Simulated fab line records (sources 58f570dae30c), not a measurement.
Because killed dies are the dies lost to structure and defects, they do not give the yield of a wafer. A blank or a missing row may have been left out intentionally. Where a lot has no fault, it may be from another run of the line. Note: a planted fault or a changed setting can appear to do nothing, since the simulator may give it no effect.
Which tool is to blame? / flow berkeleyCmos170 / 15 lots, 45 wafers sampled, at 4 steps of a route of 331

## WHAT EACH GAUGE READ, for each wafer
UCB170_ACTIVE_CD_MEAS_90 targets a cd of 1200 nm. Usual: cdNm 1199.7 nm, standard deviation 1.3.
lot=L798; measured=day 4 20:47; on=cdSem-01; cdNm (nm)=1201.2 1199.0 1198.9; flag=
lot=L800; measured=day 5 00:21; on=cdSem-02; cdNm (nm)=1199.8 1198.7 1199.7; flag=
lot=L803; measured=day 5 18:35; on=cdSem-01; cdNm (nm)=1202.4 1203.6 1203.2; flag=
lot=L804; measured=day 6 06:29; on=cdSem-01; cdNm (nm)=1199.5 1198.2 1197.3; flag=
lot=L805; measured=day 6 06:29; on=cdSem-02; cdNm (nm)=1199.5 1198.6 1200.7; flag=
lot=L806; measured=day 6 06:17; on=cdSem-02; cdNm (nm)=1203.0 1200.9 1201.1; flag=
lot=L812; measured=day 7 10:08; on=cdSem-01; cdNm (nm)=1199.9 1202.0 1199.4; flag=
lot=L814; measured=day 8 06:33; on=cdSem-01; cdNm (nm)=1198.1 1199.3 1198.8; flag=
lot=L815; measured=day 8 06:40; on=cdSem-01; cdNm (nm)=1199.3 1200.2 1201.4; flag=
lot=L816; measured=day 8 15:05; on=cdSem-01; cdNm (nm)=1199.0 1198.9 1197.9; flag=
lot=L818; measured=day 8 20:57; on=cdSem-02; cdNm (nm)=1199.4 1199.6 1199.9; flag=
lot=L817; measured=day 8 20:43; on=cdSem-01; cdNm (nm)=1200.1 1198.7 1199.3; flag=
lot=L819; measured=day 9 14:47; on=cdSem-01; cdNm (nm)=1199.5 1200.4 1200.2; flag=
lot=L821; measured=day 10 06:20; on=cdSem-02; cdNm (nm)=1196.4 1199.0 1197.2; flag=
lot=L820; measured=day 10 05:40; on=cdSem-02; cdNm (nm)=1199.1 1198.7 1197.8; flag=

## EACH LOT AND THE TOOL THAT RAN IT (in order: tool; ch and the chambers of the sampled wafers; start)
lot=L798; UCB170_NWELL_ETCH_13=rieDiel-04 ch 0,2,3, day 2 10:34; UCB170_NWELL_STRIP_15=plasmaAsher-04 ch 0,1, day 2 10:49; UCB170_ACTIVE_ANNEAL_04=furnace-04 ch 0, day 4 14:45
lot=L800; UCB170_NWELL_ETCH_13=rieDiel-04 ch 0,3, day 2 19:57; UCB170_NWELL_STRIP_15=plasmaAsher-04 ch 0,1, day 2 20:12; UCB170_ACTIVE_ANNEAL_04=furnace-02 ch 0, day 4 18:43
lot=L803; UCB170_NWELL_ETCH_13=rieDiel-01 ch 0,2,3, day 3 12:11; UCB170_NWELL_STRIP_15=plasmaAsher-02 ch 0, day 3 12:26; UCB170_ACTIVE_ANNEAL_04=furnace-02 ch 0, day 5 13:54
lot=L804; UCB170_NWELL_ETCH_13=rieDiel-01 ch 1,2,3, day 3 20:19; UCB170_NWELL_STRIP_15=plasmaAsher-01 ch 0,1, day 3 20:34; UCB170_ACTIVE_ANNEAL_04=furnace-01 ch 0, day 6 01:31
lot=L805; UCB170_NWELL_ETCH_13=rieDiel-02 ch 2,3, day 4 00:41; UCB170_NWELL_STRIP_15=plasmaAsher-04 ch 0, day 4 00:56; UCB170_ACTIVE_ANNEAL_04=furnace-01 ch 0, day 6 01:31
lot=L806; UCB170_NWELL_ETCH_13=rieDiel-04 ch 0,1,2, day 4 00:58; UCB170_NWELL_STRIP_15=plasmaAsher-02 ch 0,1, day 4 01:13; UCB170_ACTIVE_ANNEAL_04=furnace-01 ch 0, day 6 01:31
lot=L812; UCB170_NWELL_ETCH_13=rieDiel-02 ch 0,2,3, day 5 05:07; UCB170_NWELL_STRIP_15=plasmaAsher-04 ch 0,1, day 5 05:25; UCB170_ACTIVE_ANNEAL_04=furnace-02 ch 0, day 7 04:30
lot=L814; UCB170_NWELL_ETCH_13=rieDiel-01 ch 0,1,2, day 5 21:04; UCB170_NWELL_STRIP_15=plasmaAsher-02 ch 0,1, day 5 21:19; UCB170_ACTIVE_ANNEAL_04=furnace-01, day 8 01:49
lot=L815; UCB170_NWELL_ETCH_13=rieDiel-01 ch 0,2, day 5 21:45; UCB170_NWELL_STRIP_15=plasmaAsher-04 ch 0,1, day 5 22:00; UCB170_ACTIVE_ANNEAL_04=furnace-01, day 8 01:49
lot=L816; UCB170_NWELL_ETCH_13=rieDiel-02 ch 1,2, day 6 07:59; UCB170_NWELL_STRIP_15=plasmaAsher-04 ch 0,1, day 6 08:14; UCB170_ACTIVE_ANNEAL_04=furnace-02, day 8 10:39
lot=L818; UCB170_NWELL_ETCH_13=rieDiel-01 ch 0,1, day 6 16:02; UCB170_NWELL_STRIP_15=plasmaAsher-04 ch 0,1, day 6 16:17; UCB170_ACTIVE_ANNEAL_04=furnace-02 ch 0, day 8 16:09
lot=L817; UCB170_NWELL_ETCH_13=rieDiel-04 ch 0,3, day 6 16:19; UCB170_NWELL_STRIP_15=plasmaAsher-01 ch 0, day 6 16:34; UCB170_ACTIVE_ANNEAL_04=furnace-02 ch 0, day 8 16:09
lot=L819; UCB170_NWELL_ETCH_13=rieDiel-04 ch 0,1,3, day 6 22:53; UCB170_NWELL_STRIP_15=plasmaAsher-02 ch 0,1, day 6 23:09; UCB170_ACTIVE_ANNEAL_04=furnace-02 ch 0, day 9 10:21
lot=L821; UCB170_NWELL_ETCH_13=rieDiel-04 ch 0,2, day 7 04:34; UCB170_NWELL_STRIP_15=plasmaAsher-04 ch 0,1, day 7 04:52; UCB170_ACTIVE_ANNEAL_04=furnace-02 ch 0, day 10 00:38
lot=L820; UCB170_NWELL_ETCH_13=rieDiel-02 ch 0,1,3, day 7 04:37; UCB170_NWELL_STRIP_15=plasmaAsher-01 ch 0,1, day 7 04:52; UCB170_ACTIVE_ANNEAL_04=furnace-02 ch 0, day 10 00:38
- UCB170_NWELL_ETCH_13: etches Si3N4 in CH3F/Ar/O2, stops on SiO2, target depth 246.4 nm, time 154 s.
- UCB170_NWELL_STRIP_15: strips in O2.
- UCB170_ACTIVE_ANNEAL_04: time 900 s.

## WHAT THE TOOLS THEMSELVES READ (means of the sampled wafers that have a number; where no wafer has one, the mark that the record gives instead)
UCB170_NWELL_ETCH_13. Usual: drypumpMotorCurrentA 5.8 A, standard deviation 0.41; oesProductAu 0.942 a.u., standard deviation 0.018; throttleValvePct 8.11 %, standard deviation 0.16.
lot=L798; tool=rieDiel-04; drypumpMotorCurrentA (A)=5.8; oesProductAu (a.u.)=0.948; throttleValvePct (%)=8.15; flag=
lot=L800; tool=rieDiel-04; drypumpMotorCurrentA (A)=5.8; oesProductAu (a.u.)=0.945; throttleValvePct (%)=8.29; flag=
lot=L803; tool=rieDiel-01; drypumpMotorCurrentA (A)=6.0; oesProductAu (a.u.)=0.942; throttleValvePct (%)=8.12; flag=
lot=L804; tool=rieDiel-01; drypumpMotorCurrentA (A)=6.1; oesProductAu (a.u.)=0.945; throttleValvePct (%)=8.00; flag=
lot=L805; tool=rieDiel-02; drypumpMotorCurrentA (A)=5.4; oesProductAu (a.u.)=0.933; throttleValvePct (%)=7.94; flag=
lot=L806; tool=rieDiel-04; drypumpMotorCurrentA (A)=5.7; oesProductAu (a.u.)=0.931; throttleValvePct (%)=8.10; flag=
lot=L812; tool=rieDiel-02; drypumpMotorCurrentA (A)=5.2; oesProductAu (a.u.)=0.926; throttleValvePct (%)=8.04; flag=
lot=L814; tool=rieDiel-01; drypumpMotorCurrentA (A)=6.2; oesProductAu (a.u.)=0.935; throttleValvePct (%)=8.08; flag=
lot=L815; tool=rieDiel-01; drypumpMotorCurrentA (A)=6.2; oesProductAu (a.u.)=0.932; throttleValvePct (%)=8.08; flag=
lot=L816; tool=rieDiel-02; drypumpMotorCurrentA (A)=6.0; oesProductAu (a.u.)=0.947; throttleValvePct (%)=8.03; flag=
lot=L818; tool=rieDiel-01; drypumpMotorCurrentA (A)=6.1; oesProductAu (a.u.)=0.936; throttleValvePct (%)=8.17; flag=
lot=L817; tool=rieDiel-04; drypumpMotorCurrentA (A)=5.8; oesProductAu (a.u.)=0.943; throttleValvePct (%)=8.29; flag=
lot=L819; tool=rieDiel-04; drypumpMotorCurrentA (A)=5.7; oesProductAu (a.u.)=0.933; throttleValvePct (%)=8.24; flag=
lot=L821; tool=rieDiel-04; drypumpMotorCurrentA (A)=5.9; oesProductAu (a.u.)=0.943; throttleValvePct (%)=8.01; flag=
lot=L820; tool=rieDiel-02; drypumpMotorCurrentA (A)=5.3; oesProductAu (a.u.)=0.945; throttleValvePct (%)=8.15; flag=

UCB170_NWELL_STRIP_15. Usual: drypumpMotorCurrentA 5.8 A, standard deviation 0.42; oesProductAu 0.721 a.u., standard deviation 0.004; stripTimeToEndpointS 18.03 s, standard deviation 0.09.
lot=L798; tool=plasmaAsher-04; drypumpMotorCurrentA (A)=5.9; oesProductAu (a.u.)=0.722; stripTimeToEndpointS (s)=18.01; flag=
lot=L800; tool=plasmaAsher-04; drypumpMotorCurrentA (A)=5.9; oesProductAu (a.u.)=0.721; stripTimeToEndpointS (s)=18.14; flag=
lot=L803; tool=plasmaAsher-02; drypumpMotorCurrentA (A)=5.9; oesProductAu (a.u.)=0.721; stripTimeToEndpointS (s)=18.07; flag=
lot=L804; tool=plasmaAsher-01; drypumpMotorCurrentA (A)=5.9; oesProductAu (a.u.)=0.720; stripTimeToEndpointS (s)=18.01; flag=
lot=L805; tool=plasmaAsher-04; drypumpMotorCurrentA (A)=5.7; oesProductAu (a.u.)=0.716; stripTimeToEndpointS (s)=18.07; flag=
lot=L806; tool=plasmaAsher-02; drypumpMotorCurrentA (A)=5.6; oesProductAu (a.u.)=0.722; stripTimeToEndpointS (s)=17.94; flag=
lot=L812; tool=plasmaAsher-04; drypumpMotorCurrentA (A)=5.9; oesProductAu (a.u.)=0.719; stripTimeToEndpointS (s)=17.91; flag=
lot=L814; tool=plasmaAsher-02; drypumpMotorCurrentA (A)=5.2; oesProductAu (a.u.)=0.721; stripTimeToEndpointS (s)=18.04; flag=
lot=L815; tool=plasmaAsher-04; drypumpMotorCurrentA (A)=5.9; oesProductAu (a.u.)=0.724; stripTimeToEndpointS (s)=18.06; flag=
lot=L816; tool=plasmaAsher-04; drypumpMotorCurrentA (A)=5.9; oesProductAu (a.u.)=0.721; stripTimeToEndpointS (s)=18.03; flag=
lot=L818; tool=plasmaAsher-04; drypumpMotorCurrentA (A)=5.9; oesProductAu (a.u.)=0.722; stripTimeToEndpointS (s)=18.01; flag=
lot=L817; tool=plasmaAsher-01; drypumpMotorCurrentA (A)=6.0; oesProductAu (a.u.)=0.720; stripTimeToEndpointS (s)=18.14; flag=
lot=L819; tool=plasmaAsher-02; drypumpMotorCurrentA (A)=5.5; oesProductAu (a.u.)=0.721; stripTimeToEndpointS (s)=18.19; flag=
lot=L821; tool=plasmaAsher-04; drypumpMotorCurrentA (A)=6.0; oesProductAu (a.u.)=0.722; stripTimeToEndpointS (s)=18.01; flag=
lot=L820; tool=plasmaAsher-01; drypumpMotorCurrentA (A)=5.9; oesProductAu (a.u.)=0.719; stripTimeToEndpointS (s)=18.10; flag=

UCB170_ACTIVE_ANNEAL_04. Usual: spikeTcCentreC 1001.4 C, standard deviation 1.1; spikeTcLoadC 1022.9 C, standard deviation 1.6.
lot=L798; tool=furnace-04; spikeTcCentreC (C)=1001.8; spikeTcLoadC (C)=1024.6; flag=
lot=L800; tool=furnace-02; spikeTcCentreC (C)=1001.9; spikeTcLoadC (C)=1022.4; flag=
lot=L803; tool=furnace-02; spikeTcCentreC (C)=1001.6; spikeTcLoadC (C)=1021.6; flag=
lot=L804; tool=furnace-01; spikeTcCentreC (C)=1000.9; spikeTcLoadC (C)=1024.3; flag=
lot=L805; tool=furnace-01; spikeTcCentreC (C)=1000.5; spikeTcLoadC (C)=1024.2; flag=
lot=L806; tool=furnace-01; spikeTcCentreC (C)=1000.9; spikeTcLoadC (C)=1024.7; flag=
lot=L812; tool=furnace-02; spikeTcCentreC (C)=1002.1; spikeTcLoadC (C)=1021.2; flag=
lot=L814; tool=furnace-01; spikeTcCentreC (C)=-; spikeTcLoadC (C)=-; flag=OFF
lot=L815; tool=furnace-01; spikeTcCentreC (C)=-; spikeTcLoadC (C)=-; flag=OFF
lot=L816; tool=furnace-02; spikeTcCentreC (C)=-; spikeTcLoadC (C)=-; flag=OFF
lot=L818; tool=furnace-02; spikeTcCentreC (C)=1001.4; spikeTcLoadC (C)=1021.4; flag=
lot=L817; tool=furnace-02; spikeTcCentreC (C)=1002.0; spikeTcLoadC (C)=1021.1; flag=
lot=L819; tool=furnace-02; spikeTcCentreC (C)=1001.3; spikeTcLoadC (C)=1022.2; flag=
lot=L821; tool=furnace-02; spikeTcCentreC (C)=1000.8; spikeTcLoadC (C)=1022.2; flag=
lot=L820; tool=furnace-02; spikeTcCentreC (C)=1002.0; spikeTcLoadC (C)=1023.0; flag=

## THE ANSWER, worked out from the rows above alone
Rule: a lot counts as off when the mean over its wafers that have a number is more than 3 standard deviations away from the usual mean. A lot without any number at a reading at which 4 lots or more have one is off too. The other lots that the step has rows for count as sound. First the gauges in route order, then the tools' own readings, where a lot's mean is used as printed above. At the first step where some lot is off, the reading lying furthest off is the one used; lots without a number count as furthest.
Off at UCB170_ACTIVE_ANNEAL_04 (spikeTcCentreC): L814, L815, L816. Without a number there: L814, L815, L816.
If a tool, at that step or one of the process steps before it, ran each lot that is off and ran no sound lot following the first of them, it fits. None of those tried fits.

## WHAT THE SIMULATOR HAD PUT IN
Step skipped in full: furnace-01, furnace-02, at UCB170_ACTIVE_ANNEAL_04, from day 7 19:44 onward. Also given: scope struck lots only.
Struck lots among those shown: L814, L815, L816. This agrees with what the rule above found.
